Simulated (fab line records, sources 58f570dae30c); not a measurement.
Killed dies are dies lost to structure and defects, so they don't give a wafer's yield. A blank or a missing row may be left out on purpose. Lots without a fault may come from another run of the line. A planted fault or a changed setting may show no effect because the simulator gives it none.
Split-lot experiment | flow berkeley_cmos170 | 5 lots, 23 wafers read, on a route of 331 steps

THE SPLIT
At UCB170_M3_PEB_13, the setting peb_temp_c was moved away from the recipe's 130 C on 10 of the 23 wafers read, by -1.9% to +3.0%. The other wafers ran this setting at the recipe's value.

FROM THE SPLIT TO THE READING: what the file shows between them, 5 steps
- UCB170_M3_DEVELOP_14: develop time 45 s
- UCB170_M3_CD_MEAS_15: target cd 700 nm
- UCB170_M3_ETCH_17: etches BARC in N2/H2
- UCB170_M3_METAL_ETCH_18: etches Al in Cl2/BCl3, stops on SiO2, target depth 1170 nm, time 195 s (also split here: icp_w)
- UCB170_M3_STRIP_19: strips in O2

THE READING
cd_nm, in nm, at UCB170_M3_CD_MEAS_90 (target cd 700 nm). Fault-free wafers of this fab line usually give 698.1 nm, standard deviation 2.8 nm.

wafer  | tool, chamber at the split | peb_temp_c as run, C | against the recipe | cd_nm, nm | against lot-mates on the recipe
L075.1 | litho_track-02, 0          | 127.5                | -1.9%              | 718.5     | +16.1
L075.2 | litho_track-02, 0          | 130                  | recipe             | 704.7     | -
L075.3 | litho_track-02, 0          | 130                  | recipe             | 700.5     | -
L075.4 | litho_track-02, 0          | 130                  | recipe             | 701.9     | -
L075.6 | litho_track-02, 0          | 127.5                | -1.9%              | 724.6     | +22.2
L078.1 | litho_track-03, 0          | 131.7                | +1.3%              | 692.0     | -10.1
L078.2 | litho_track-03, 0          | 131.7                | +1.3%              | 691.8     | -10.3
L078.3 | litho_track-03, 0          | 131.7                | +1.3%              | 689.8     | -12.3
L078.5 | litho_track-03, 0          | 130                  | recipe             | 703.9     | -
L078.6 | litho_track-03, 0          | 130                  | recipe             | 700.3     | -
L080.1 | litho_track-03, 0          | 130                  | recipe             | 692.6     | -
L080.2 | litho_track-03, 0          | 130                  | recipe             | 690.8     | -
L080.4 | litho_track-03, 0          | 131.8                | +1.4%              | 678.7     | -14.7
L080.5 | litho_track-03, 0          | 130                  | recipe             | 696.9     | -
L080.6 | litho_track-03, 0          | 131.8                | +1.4%              | 678.0     | -15.4
L082.2 | litho_track-02, 0          | 130                  | recipe             | 694.8     | -
L082.3 | litho_track-02, 0          | 130                  | recipe             | 693.4     | -
L082.6 | litho_track-02, 0          | 130                  | recipe             | 694.6     | -
L085.2 | litho_track-04, 0          | 133.9                | +3.0%              | 677.3     | -20.6
L085.3 | litho_track-04, 0          | 130                  | recipe             | 697.0     | -
L085.4 | litho_track-04, 0          | 130                  | recipe             | 698.7     | -
L085.5 | litho_track-04, 0          | 133.9                | +3.0%              | 677.6     | -20.2
L085.6 | litho_track-04, 0          | 133.9                | +3.0%              | 679.9     | -18.0

THE FIT
A straight line over all 23 wafers: cd_nm changes by -8.33 nm for each +1% of peb_temp_c; r = -0.90; the points scatter about the line by 5.4 nm.
The same after taking each lot's own level away (the mean of its wafers on the recipe; 23 wafers): -7.83 nm for each +1%; r = -0.96; scatter 2.9 nm.
On that fit, the largest move of peb_temp_c shifts the reading by 23 nm.
The lots' own levels span 693.43 to 702.37 nm, that is 3.2 times the standard deviation above.
So the lot-to-lot level changes the slope little: the two slopes agree.
Check: with one of the wafers moved furthest among these (+3.0%) left out of the fit, the line predicts -23.7 nm for it against its lot-mates. It came out at -20.6 nm against them.

OTHER SPLITS ON THESE WAFERS
These wafers also went through other splits before the reading. Each is held against what the fit with the lots' levels taken away leaves over:
other split on the same wafers           | wafers away from the commonest value | r with cd_nm (lot level and that fit taken away)
UCB170_V1_EXPOSE_09 dose_mj              | 8                                    | -0.37
UCB170_M2_SPUTTER_01 chamber_pressure_pa | 15                                   | +0.45
UCB170_M3_METAL_ETCH_18 icp_w            | 7                                    | -0.47

THE WHOLE CHAIN: every reading that the file lists as answering this split, in the file's order
step                    | what it does                                                           | reading                                                   | change (the file's fit)              | r (the file's)
UCB170_M3_CD_MEAS_15    | target cd 700 nm                                                       | cd_nm                                                     | -8.08 nm for each +1% of the setting | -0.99
UCB170_M3_ETCH_17       | etches BARC in N2/H2                                                   | M3.cd_nm (the simulator's own value, which no gauge read) | -8.04 nm for each +1% of the setting | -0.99
UCB170_M3_METAL_ETCH_18 | etches Al in Cl2/BCl3, stops on SiO2, target depth 1170 nm, time 195 s | M3.cd_nm (the simulator's own value, which no gauge read) | -8.05 nm for each +1% of the setting | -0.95
UCB170_M3_CD_MEAS_90    | target cd 700 nm                                                       | cd_nm                                                     | -8.02 nm for each +1% of the setting | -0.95

THE FILE'S OWN FIT
cd_nm changes by -8.02 nm for each +1% of peb_temp_c, r = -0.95.
